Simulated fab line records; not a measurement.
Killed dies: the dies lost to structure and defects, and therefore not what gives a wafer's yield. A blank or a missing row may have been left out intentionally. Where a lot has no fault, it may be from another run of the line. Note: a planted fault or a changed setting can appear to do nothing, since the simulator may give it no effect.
A sampling plan put to the test / flow berkeley_cmos170 / one fab line, 28 faults that these records tell of, each judged on the records of the lots that it struck; 1 more is left out, because the records don't allow judging it
The line's own looks make up the plan; these are the steps of the route where a gauge or inspection reads the wafer and leaves it unchanged. A look can be judged if struck wafers have a number there and the file gives its usual mean and standard deviation on fault-free wafers. Caught: at a look after the fault's first step, the mean of the struck wafers lies 4 or more of those standard deviations (sigma) from the usual mean. On the tool: the fault's steps, tested the same way using the tool's own readings. It also counts as caught if the struck wafers ran another recipe or if their record alone is blank.

## THE FAULTS, as the simulator had put them in
1. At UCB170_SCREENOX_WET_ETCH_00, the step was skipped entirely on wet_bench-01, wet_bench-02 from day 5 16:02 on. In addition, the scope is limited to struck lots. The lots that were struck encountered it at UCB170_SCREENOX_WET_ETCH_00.
2. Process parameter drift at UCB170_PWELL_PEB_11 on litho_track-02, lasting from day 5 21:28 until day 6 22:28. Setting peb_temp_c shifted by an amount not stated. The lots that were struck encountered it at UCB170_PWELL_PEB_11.
3. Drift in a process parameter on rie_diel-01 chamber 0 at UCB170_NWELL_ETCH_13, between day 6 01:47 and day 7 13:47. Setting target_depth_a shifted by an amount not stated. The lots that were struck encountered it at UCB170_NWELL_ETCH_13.
4. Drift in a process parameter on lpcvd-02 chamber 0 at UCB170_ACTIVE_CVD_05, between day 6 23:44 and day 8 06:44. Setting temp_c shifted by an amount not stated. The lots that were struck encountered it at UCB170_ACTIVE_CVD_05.
5. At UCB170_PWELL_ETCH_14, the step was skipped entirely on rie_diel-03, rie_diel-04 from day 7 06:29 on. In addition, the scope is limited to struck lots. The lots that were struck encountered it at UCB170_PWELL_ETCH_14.
6. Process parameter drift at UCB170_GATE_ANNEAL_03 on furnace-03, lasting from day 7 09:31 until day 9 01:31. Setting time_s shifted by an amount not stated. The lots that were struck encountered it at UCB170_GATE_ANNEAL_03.
7. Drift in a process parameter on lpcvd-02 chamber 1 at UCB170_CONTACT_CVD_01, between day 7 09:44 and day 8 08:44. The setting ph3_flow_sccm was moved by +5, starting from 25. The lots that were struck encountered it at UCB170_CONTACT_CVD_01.
8. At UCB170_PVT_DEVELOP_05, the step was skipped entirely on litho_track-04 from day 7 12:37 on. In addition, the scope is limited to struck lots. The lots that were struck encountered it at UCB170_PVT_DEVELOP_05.
9. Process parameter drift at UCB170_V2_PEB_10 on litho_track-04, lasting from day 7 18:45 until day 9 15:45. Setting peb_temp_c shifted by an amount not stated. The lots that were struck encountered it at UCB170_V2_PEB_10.
10. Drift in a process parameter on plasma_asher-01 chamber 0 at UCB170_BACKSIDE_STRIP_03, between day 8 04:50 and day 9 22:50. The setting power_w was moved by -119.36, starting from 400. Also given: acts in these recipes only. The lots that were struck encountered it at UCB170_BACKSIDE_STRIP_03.
11. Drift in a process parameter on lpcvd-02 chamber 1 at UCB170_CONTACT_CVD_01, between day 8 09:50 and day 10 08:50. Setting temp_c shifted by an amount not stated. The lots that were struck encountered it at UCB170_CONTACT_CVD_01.
12. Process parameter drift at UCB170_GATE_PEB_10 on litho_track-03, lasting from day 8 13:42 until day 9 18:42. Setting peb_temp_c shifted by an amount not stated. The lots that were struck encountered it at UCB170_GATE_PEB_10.
13. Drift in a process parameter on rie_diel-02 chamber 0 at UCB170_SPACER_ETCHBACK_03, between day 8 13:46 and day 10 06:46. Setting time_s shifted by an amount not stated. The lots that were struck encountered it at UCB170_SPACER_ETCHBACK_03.
14. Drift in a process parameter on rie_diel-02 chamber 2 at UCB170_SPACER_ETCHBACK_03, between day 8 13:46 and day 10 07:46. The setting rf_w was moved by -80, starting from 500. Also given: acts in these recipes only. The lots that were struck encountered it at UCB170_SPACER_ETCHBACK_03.
15. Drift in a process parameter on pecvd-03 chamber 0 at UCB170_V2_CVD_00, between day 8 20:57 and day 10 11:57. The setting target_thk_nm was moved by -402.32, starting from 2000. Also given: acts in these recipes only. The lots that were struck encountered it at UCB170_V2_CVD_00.
16. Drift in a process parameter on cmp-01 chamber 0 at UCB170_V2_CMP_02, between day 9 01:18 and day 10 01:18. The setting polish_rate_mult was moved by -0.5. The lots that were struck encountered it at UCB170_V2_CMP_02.
17. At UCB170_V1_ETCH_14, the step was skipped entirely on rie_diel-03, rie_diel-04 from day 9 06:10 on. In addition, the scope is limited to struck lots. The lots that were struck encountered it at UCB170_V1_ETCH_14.
18. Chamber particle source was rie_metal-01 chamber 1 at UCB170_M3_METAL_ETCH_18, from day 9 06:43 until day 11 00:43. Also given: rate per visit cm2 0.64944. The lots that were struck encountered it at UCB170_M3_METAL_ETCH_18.
19. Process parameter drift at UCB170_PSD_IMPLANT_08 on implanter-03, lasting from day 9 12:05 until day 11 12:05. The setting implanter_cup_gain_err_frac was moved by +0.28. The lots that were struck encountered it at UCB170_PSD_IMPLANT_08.
20. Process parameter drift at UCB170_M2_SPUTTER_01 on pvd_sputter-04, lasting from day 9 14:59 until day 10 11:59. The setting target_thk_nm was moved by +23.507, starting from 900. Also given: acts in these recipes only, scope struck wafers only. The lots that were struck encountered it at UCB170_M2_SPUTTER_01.
21. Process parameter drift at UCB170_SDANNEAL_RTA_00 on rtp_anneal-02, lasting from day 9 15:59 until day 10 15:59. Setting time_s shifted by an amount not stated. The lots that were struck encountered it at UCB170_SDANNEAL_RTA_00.
22. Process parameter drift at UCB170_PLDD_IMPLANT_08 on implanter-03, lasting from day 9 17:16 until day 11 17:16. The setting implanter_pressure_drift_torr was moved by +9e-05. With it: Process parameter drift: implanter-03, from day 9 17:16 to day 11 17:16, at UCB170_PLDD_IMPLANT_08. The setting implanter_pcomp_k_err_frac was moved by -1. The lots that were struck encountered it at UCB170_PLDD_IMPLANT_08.
23. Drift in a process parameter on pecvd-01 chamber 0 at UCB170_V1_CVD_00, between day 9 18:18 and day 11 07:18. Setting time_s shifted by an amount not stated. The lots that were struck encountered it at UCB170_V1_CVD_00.
24. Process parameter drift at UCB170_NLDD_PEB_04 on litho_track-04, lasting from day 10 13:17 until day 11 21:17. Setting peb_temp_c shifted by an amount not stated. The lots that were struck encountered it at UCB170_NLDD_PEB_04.
25. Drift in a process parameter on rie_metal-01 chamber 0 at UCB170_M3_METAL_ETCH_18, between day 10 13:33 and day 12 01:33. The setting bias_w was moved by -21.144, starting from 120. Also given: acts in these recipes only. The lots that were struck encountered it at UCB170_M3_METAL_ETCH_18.
26. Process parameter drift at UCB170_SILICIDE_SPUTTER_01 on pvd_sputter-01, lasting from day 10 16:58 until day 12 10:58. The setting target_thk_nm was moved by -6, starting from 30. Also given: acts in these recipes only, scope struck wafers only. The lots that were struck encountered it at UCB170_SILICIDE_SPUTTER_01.
27. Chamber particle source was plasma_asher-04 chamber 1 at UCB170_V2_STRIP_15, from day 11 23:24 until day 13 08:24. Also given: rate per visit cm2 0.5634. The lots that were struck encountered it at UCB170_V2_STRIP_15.
28. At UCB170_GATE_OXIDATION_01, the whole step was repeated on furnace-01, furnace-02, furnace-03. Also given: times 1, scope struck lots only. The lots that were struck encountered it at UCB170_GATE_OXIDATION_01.

## WHAT THE PLAN SAW
fault=1; on the tool itself=no reading that can be judged; first look that catches it=no look after it can be judged; reading, sigma=-; median hours from its first step to that look=-; hours from the fault's start to the first struck lot there=-; judged looks passed uncaught=0
fault=2; on the tool itself=heater_power_total_W +99 or beyond sigma; first look that catches it=not the one look that can be judged after it; reading, sigma=-; median hours from its first step to that look=-; hours from the fault's start to the first struck lot there=-; judged looks passed uncaught=1
fault=3; on the tool itself=under 2 sigma; first look that catches it=no look after it can be judged; reading, sigma=-; median hours from its first step to that look=-; hours from the fault's start to the first struck lot there=-; judged looks passed uncaught=0
fault=4; on the tool itself=susceptor_temp_C -75 sigma; first look that catches it=UCB170_ACTIVE_THK_MEAS_06; reading, sigma=ACTIVE_NITRIDE_THK -45; median hours from its first step to that look=1.9; hours from the fault's start to the first struck lot there=24; judged looks passed uncaught=0
fault=5; on the tool itself=the tool's record is blank for the struck wafers; first look that catches it=no look after it can be judged; reading, sigma=-; median hours from its first step to that look=-; hours from the fault's start to the first struck lot there=-; judged looks passed uncaught=0
fault=6; on the tool itself=under 2 sigma; first look that catches it=none of the 7 looks that can be judged after it; reading, sigma=-; median hours from its first step to that look=-; hours from the fault's start to the first struck lot there=-; judged looks passed uncaught=7
fault=7; on the tool itself=ph3_flow_sccm +58 sigma; first look that catches it=none of the 6 looks that can be judged after it; reading, sigma=-; median hours from its first step to that look=-; hours from the fault's start to the first struck lot there=-; judged looks passed uncaught=6
fault=8; on the tool itself=no reading that can be judged; first look that catches it=no look after it can be judged; reading, sigma=-; median hours from its first step to that look=-; hours from the fault's start to the first struck lot there=-; judged looks passed uncaught=0
fault=9; on the tool itself=heater_power_total_W +57 sigma; first look that catches it=UCB170_V2_CD_MEAS_12; reading, sigma=cd_nm +18; median hours from its first step to that look=0.3; hours from the fault's start to the first struck lot there=4; judged looks passed uncaught=0
fault=10; on the tool itself=strip_time_to_endpoint_s +99 or beyond sigma; first look that catches it=no look after it can be judged; reading, sigma=-; median hours from its first step to that look=-; hours from the fault's start to the first struck lot there=-; judged looks passed uncaught=0
fault=11; on the tool itself=susceptor_temp_C +92 sigma; first look that catches it=UCB170_CONTACT_THK_MEAS_02; reading, sigma=CONTACT_PSG_THK +22; median hours from its first step to that look=2.7; hours from the fault's start to the first struck lot there=13; judged looks passed uncaught=0
fault=12; on the tool itself=heater_power_total_W -9.5 sigma; first look that catches it=not the one look that can be judged after it; reading, sigma=strongest: cd_nm at UCB170_GATE_CD_MEAS_12, +2.6; median hours from its first step to that look=-; hours from the fault's start to the first struck lot there=-; judged looks passed uncaught=1
fault=13; on the tool itself=run_length_s +55 sigma; first look that catches it=no look after it can be judged; reading, sigma=-; median hours from its first step to that look=-; hours from the fault's start to the first struck lot there=-; judged looks passed uncaught=0
fault=14; on the tool itself=rf_fwd_power_W -44 sigma; first look that catches it=no look after it can be judged; reading, sigma=-; median hours from its first step to that look=-; hours from the fault's start to the first struck lot there=-; judged looks passed uncaught=0
fault=15; on the tool itself=under 2 sigma; first look that catches it=UCB170_V2_THK_MEAS_01; reading, sigma=V2_TEOS_THK -15; median hours from its first step to that look=0.2; hours from the fault's start to the first struck lot there=7; judged looks passed uncaught=0
fault=16; on the tool itself=under 2 sigma; first look that catches it=UCB170_V2_THK_MEAS_04; reading, sigma=V2_POLISHED_THK +99 or beyond; median hours from its first step to that look=0.4; hours from the fault's start to the first struck lot there=17; judged looks passed uncaught=0
fault=17; on the tool itself=the tool's record is blank for the struck wafers; first look that catches it=no look after it can be judged; reading, sigma=-; median hours from its first step to that look=-; hours from the fault's start to the first struck lot there=-; judged looks passed uncaught=0
fault=18; on the tool itself=under 2 sigma; first look that catches it=not the one look that can be judged after it; reading, sigma=-; median hours from its first step to that look=-; hours from the fault's start to the first struck lot there=-; judged looks passed uncaught=1
fault=19; on the tool itself=faraday_current_uA +16 sigma; first look that catches it=UCB170_PSD_TW_MEAS_10; reading, sigma=PSD_TW -5.0; median hours from its first step to that look=0.2; hours from the fault's start to the first struck lot there=3; judged looks passed uncaught=0
fault=20; on the tool itself=under 2 sigma; first look that catches it=UCB170_M2_RS_MEAS_02; reading, sigma=M2_AL_RS -4.1; median hours from its first step to that look=0.1; hours from the fault's start to the first struck lot there=0; judged looks passed uncaught=0
fault=21; on the tool itself=under 2 sigma; first look that catches it=none of the 3 looks that can be judged after it; reading, sigma=strongest: PSD_RS at UCB170_SDANNEAL_RS_MEAS_02, +3.8; median hours from its first step to that look=-; hours from the fault's start to the first struck lot there=-; judged looks passed uncaught=3
fault=22; on the tool itself=end_station_pressure_torr +99 or beyond sigma; first look that catches it=UCB170_SDANNEAL_RS_MEAS_04; reading, sigma=PLDD_RS -25; median hours from its first step to that look=11.5; hours from the fault's start to the first struck lot there=30; judged looks passed uncaught=0
fault=23; on the tool itself=run_length_s -99 or beyond sigma; first look that catches it=UCB170_V1_THK_MEAS_01; reading, sigma=V1_TEOS_THK -25; median hours from its first step to that look=0.2; hours from the fault's start to the first struck lot there=6; judged looks passed uncaught=0
fault=24; on the tool itself=heater_power_total_W +99 or beyond sigma; first look that catches it=UCB170_NLDD_CD_MEAS_06; reading, sigma=cd_nm +29; median hours from its first step to that look=0.3; hours from the fault's start to the first struck lot there=22; judged looks passed uncaught=0
fault=25; on the tool itself=bias_w -55 sigma; first look that catches it=no look after it can be judged; reading, sigma=-; median hours from its first step to that look=-; hours from the fault's start to the first struck lot there=-; judged looks passed uncaught=0
fault=26; on the tool itself=under 2 sigma; first look that catches it=UCB170_SILICIDE_RS_MEAS_02; reading, sigma=SILICIDE_TI_RS +21; median hours from its first step to that look=0.1; hours from the fault's start to the first struck lot there=7; judged looks passed uncaught=0
fault=27; on the tool itself=under 2 sigma; first look that catches it=none of the 7 looks that can be judged after it; reading, sigma=-; median hours from its first step to that look=-; hours from the fault's start to the first struck lot there=-; judged looks passed uncaught=7
fault=28; on the tool itself=no reading that can be judged; first look that catches it=UCB170_GATE_THK_MEAS_02; reading, sigma=GATE_OXIDE_THK +27; median hours from its first step to that look=4.3; hours from the fault's start to the first struck lot there=-; judged looks passed uncaught=0
Dash: fault not caught, or number not given in these records.

Caught at a look: 12 of 28. Caught on the tool: 16 of 28. By one or the other: 21 of 28.
Caught on the tool alone: faults 2, 5, 7, 10, 12, 13, 14, 17, 25.
Caught at a look alone: faults 15, 16, 20, 26, 28.
Caught by neither: faults 1, 3, 6, 8, 18, 21, 27.

## THINNER SAMPLING
If the look that catches a fault measured only every second or every third lot, by lot number, the first struck lot would be measured this late in the worst case:
fault=4; struck lots at that look, in order of time=L666; every lot=24 h; every second lot=may miss it; every third lot=may miss it
fault=9; struck lots at that look, in order of time=L817, L819; every lot=4 h; every second lot=may miss all 2; every third lot=may miss all 2
fault=11; struck lots at that look, in order of time=L746; every lot=13 h; every second lot=may miss it; every third lot=may miss it
fault=15; struck lots at that look, in order of time=L839, L841, L844; every lot=7 h; every second lot=33 h; every third lot=may miss all 3
fault=16; struck lots at that look, in order of time=L340; every lot=17 h; every second lot=may miss it; every third lot=may miss it
fault=19; struck lots at that look, in order of time=L644, L648, L651; every lot=3 h; every second lot=39 h; every third lot=may miss all 3
fault=20; struck lots at that look, in order of time=L362; every lot=0 h; every second lot=may miss it; every third lot=may miss it
fault=22; struck lots at that look, in order of time=L861, L862; every lot=30 h; every second lot=37 h; every third lot=may miss all 2
fault=23; struck lots at that look, in order of time=L352, L353; every lot=6 h; every second lot=13 h; every third lot=may miss all 2
fault=24; struck lots at that look, in order of time=L102, L103; every lot=22 h; every second lot=23 h; every third lot=may miss all 2
fault=26; struck lots at that look, in order of time=L216; every lot=7 h; every second lot=may miss it; every third lot=may miss it
Hours count from the start of the fault until the first struck lot that is measured. The limit of 4 sigma was tested on all struck wafers together, so one lot alone may lie under it. Other struck lots may not be in these records.

## THE LONGEST TIMED WAY FROM STEP TO LOOK
Fault 22: median gap of 11.5 hours between UCB170_PLDD_IMPLANT_08 and UCB170_SDANNEAL_RS_MEAS_04. No look between them can be judged.
